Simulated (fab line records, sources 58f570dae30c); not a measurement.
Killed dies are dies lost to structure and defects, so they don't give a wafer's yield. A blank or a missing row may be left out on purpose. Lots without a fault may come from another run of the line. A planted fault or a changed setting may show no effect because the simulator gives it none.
A struck lot beside a sound one | flow berkeley_cmos170 | 16 steps out of a route of 331
Sound: wafers L615.1, L615.2, L615.5. Struck: wafer L623.1. (L623.4, L623.5 of the same lot were not struck and are left out.) The cause comes at the end.
At each step with rows: each side's tool, then ch and its chambers, then its first start. Under that, the readings that differ: sound wafers | struck wafers | difference of the means | sigmas: that difference in standard deviations of wafers without a fault.
alike: readings whose means differ by less than 2 such deviations, and words and numbers that are the same on both sides. not compared: withheld readings, readings that some wafer has no value for, bounds like >300 that may hide the same value, and numbers for which the record gives no deviation and whose values overlap.
The two part at a step that has a row with sigmas, a row that says differs or no value, or rows on one side only. Numbers that don't overlap but have no deviation are shown without sigmas and don't part them. A reading that every wafer of one side lacks parts them only if that side has two wafers or more.

first, 1 step without rows for these wafers: UCB170_M3_SOFTBAKE_06 (time 60 s).
UCB170_M3_STRIP_07: strips in O2.
  sound on plasma_asher-03 ch 0,1, day 8 17:40; struck on plasma_asher-03 ch 0, day 10 20:06
  alike: drypump_motor_current_A, o2_flow_sccm, oes_product_au, strip_time_to_endpoint_s
  not compared: rf_hours_counter_h
then, 7 steps without rows for these wafers: UCB170_M3_STRIP_08 (strips KrF in DMSO, time 600 s); UCB170_M3_COAT_09; UCB170_M3_COAT_10 (resist thk 900 nm); UCB170_M3_SOFTBAKE_11 (time 60 s); UCB170_M3_EXPOSE_12 (exposes mask METAL3, target cd 700 nm); UCB170_M3_PEB_13; UCB170_M3_DEVELOP_14 (develop time 42.92 s).
UCB170_M3_CD_MEAS_15: target cd 700 nm.
  sound on cd_sem-02, day 8 19:05; struck on cd_sem-01, day 10 22:56
  alike: cd_nm
UCB170_M3_OVL_MEAS_16:
  sound on overlay-01, day 8 19:13; struck on overlay-02, day 10 23:04
  reading     | sound   | struck | difference | sigmas
  M3_OVL (nm) | -6 -6 6 | 11     | +13        | +2
UCB170_M3_ETCH_17: etches BARC in N2/H2.
  sound on rie_diel-01 ch 0,1,2, day 8 19:14; struck on rie_diel-03 ch 0, day 10 23:06
  alike: drypump_motor_current_A, n2_flow_sccm, oes_product_au, throttle_valve_pct
UCB170_M3_METAL_ETCH_18: etches Al in Cl2/BCl3, stops on SiO2, target depth 1170 nm, time 195 s.
  sound on rie_metal-02 ch 0,1, day 8 19:17; struck on rie_metal-03 ch 0, day 10 23:08
  reading                             | sound             | struck  | difference | sigmas
  oes_product_au (a.u.)               | 0.860 0.867 0.861 | 0.815   | -0.048     | -4
  over_etch_frac                      | 0.3 0.3 0.3       | 0.36673 | +0.06673   |
  model.KrF_of_M3_COAT_10.thk_nm (nm) | 181.3 208.2 183.2 | 152.2   | -38.7      |
  alike: bcl3_flow_sccm, drypump_motor_current_A, throttle_valve_pct
  not compared: rf_hours_counter_h
UCB170_M3_STRIP_19: strips in O2.
  sound on plasma_asher-03 ch 0,1, day 8 19:28; struck on plasma_asher-03 ch 0, day 10 23:19
  reading               | sound             | struck | difference | sigmas
  oes_product_au (a.u.) | 0.510 0.544 0.509 | 0.482  | -0.039     | -2
  alike: drypump_motor_current_A, o2_flow_sccm
  not compared: rf_hours_counter_h
UCB170_M3_CD_MEAS_90: target cd 700 nm.
  sound on cd_sem-02, day 8 19:34; struck on cd_sem-01, day 10 23:25
  alike: cd_nm
UCB170_M3_PROBE_99:
  the record has rows for the struck wafers here (prober-02, day 10 23:40) and none for the sound ones

WHERE THEY PART
First at UCB170_M3_OVL_MEAS_16; last, within this record, at UCB170_M3_PROBE_99.

WHY: what the simulator had put in
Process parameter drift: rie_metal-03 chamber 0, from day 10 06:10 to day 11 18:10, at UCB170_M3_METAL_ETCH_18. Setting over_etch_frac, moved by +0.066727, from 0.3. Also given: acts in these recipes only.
